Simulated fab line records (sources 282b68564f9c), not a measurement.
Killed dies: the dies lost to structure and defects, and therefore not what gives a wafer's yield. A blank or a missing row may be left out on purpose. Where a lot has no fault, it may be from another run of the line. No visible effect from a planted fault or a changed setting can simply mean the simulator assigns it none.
One fault seen from 2 desks | flow rit cmos | only its own numbers are on each desk; what lay behind them is given at the end

THE METROLOGY DESK
What the gauges read, lot by lot, whatever tool the lot ran on: means of the sampled wafers that have a number. Any lot whose mean is over 4 standard deviations away from the usual mean is out of limits and marked OUT; that distance is given in the brackets.
Columns: A = cd nm at RIT_GATE_CD_MEAS_16, usual 147.7 nm
lot  | first seen here | A
L686 | day 2 15:10     | 146.4
L687 | day 2 19:06     | 147.1
L688 | day 2 22:20     | 146.0
L689 | day 3 02:59     | 150.4
L690 | day 3 10:38     | 147.1
L691 | day 3 15:42     | 184.8 (+15) OUT
L692 | day 3 18:39     | 181.9 (+14) OUT
L693 | day 3 23:35     | 169.2 (+8.6) OUT
L694 | day 4 04:25     | 167.7 (+8.0) OUT
L698 | day 5 00:00     | 147.3
L701 | day 5 15:47     | 148.1
L704 | day 6 12:22     | 144.7
L706 | day 6 21:05     | 146.6
L707 | day 7 02:31     | 147.2
L708 | day 7 04:53     | 143.3
L709 | day 7 08:50     | 149.1
Finding of this desk: L691, L692, L693, L694 out of limits; the first was L691 at day 3 15:42, on cd nm at RIT_GATE_CD_MEAS_16. In limits: L686, L687, L688, L689, L690, L698, L701, L704, L706, L707, L708, L709.

AT THE TOOL OWNER'S DESK: iline stepper-01
The tool's own readings at RIT_GATE_EXPOSE_13 (exposes mask M6, target cd 150 nm): means of the sampled wafers that have a number, for each lot that ran on this tool. Any lot whose mean is over 4 standard deviations away from the usual mean is out of limits and marked OUT; that distance is given in the brackets.
Columns: A = exposure dose mJ cm2 at RIT_GATE_EXPOSE_13, usual 379.0
lot  | first seen here | A
L687 | day 2 18:42     | 379.9
L688 | day 2 21:56     | 380.3
L689 | day 3 02:35     | 379.7
L690 | day 3 10:12     | 380.6
L691 | day 3 15:12     | 351.9 (-19) OUT
L692 | day 3 18:15     | 357.6 (-15) OUT
L693 | day 3 23:10     | 363.0 (-11) OUT
L694 | day 4 03:57     | 366.2 (-9.2) OUT
Finding of this desk: L691, L692, L693, L694 out of limits; the first was L691 at day 3 15:12, on exposure dose mJ cm2 at RIT_GATE_EXPOSE_13. In limits: L687, L688, L689, L690.

BROUGHT TOGETHER
The tool owner's desk had the chance to raise an alarm at day 3 15:12 on L691, L692, L693, L694.
An alarm was possible from the metrology desk at day 3 15:42, on L691, L692, L693, L694.
On iline stepper-01, each named lot ran RIT_GATE_EXPOSE_13.

WHAT HAD BEEN PUT IN BY THE SIMULATOR
Drift in process parameters on iline stepper-01 at RIT_GATE_EXPOSE_13, starting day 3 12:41. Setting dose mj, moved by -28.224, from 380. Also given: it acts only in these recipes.
Lots struck among those shown: L691, L692, L693, L694.
Counting hours from when the fault started, the first reading out of limits came at 3 for the tool owner's desk and at 3 for the metrology desk.
